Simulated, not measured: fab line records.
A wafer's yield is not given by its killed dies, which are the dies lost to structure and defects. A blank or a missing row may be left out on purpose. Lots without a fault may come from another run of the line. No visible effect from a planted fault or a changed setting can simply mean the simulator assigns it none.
Chamber matching	flow berkeleyCmos170	UCB170_V1_CMP_02 on cmp-01: 4 sister chambers
The step polishes SiO2. 8 wafers are shown with their chamber, then 12 later ones without.

## EACH WAFER AND ITS CHAMBER
wafer	chamber	motorCurrentA (A)
L088.1	3	15.3
L088.6	0	15.0
L089.1	1	14.6
L089.2	0	15.0
L089.3	3	16.0
L089.4	2	17.3
L089.5	2	18.0
L089.6	1	14.3

## WAFERS WHOSE CHAMBER IS MISSING
wafer	motorCurrentA (A)
L092.1	15.1
L092.4	16.3
L092.5	15.1
L093.1	14.4
L093.2	16.7
L093.3	14.3
L094.3	13.9
L094.5	15.5
L094.6	15.6
L095.1	14.8
L095.4	17.8
L095.5	14.2

## CHAMBER TAKEN BY EACH
wafer	from the rows above	in truth
L092.1	can't be placed: 0 or 3 or 1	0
L092.4	can't be placed: 3 or 0 or 2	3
L092.5	can't be placed: 0 or 3 or 1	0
L093.1	can't be placed: 1 or 0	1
L093.2	can't be placed: 2 or 3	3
L093.3	can't be placed: 1 or 0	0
L094.3	can't be placed: 1 or 0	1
L094.5	can't be placed: 3 or 0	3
L094.6	can't be placed: 3 or 0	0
L095.1	can't be placed: 0 or 1 or 3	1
L095.4	2	2
L095.5	can't be placed: 1 or 0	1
Correct placement for 1 of the 12. These rows do not allow placing 11 (true chamber among the candidates in 11). Number placed wrongly: 0.
How it was worked out, from the rows above alone: a wafer's distance from a chamber is the root of the sum, over the readings, of the square of ((its reading less the chamber's mean) divided by the reading's scatter). If the next closest chamber is less than 2 further off than the closest, the wafer can't be placed; otherwise it belongs to the closest. The mean given for a chamber averages the wafers shown for that chamber. The scatter is the square root of a quotient: the sum, over the shown wafers, of each reading's squared deviation from its chamber's mean, divided by wafers minus chambers.
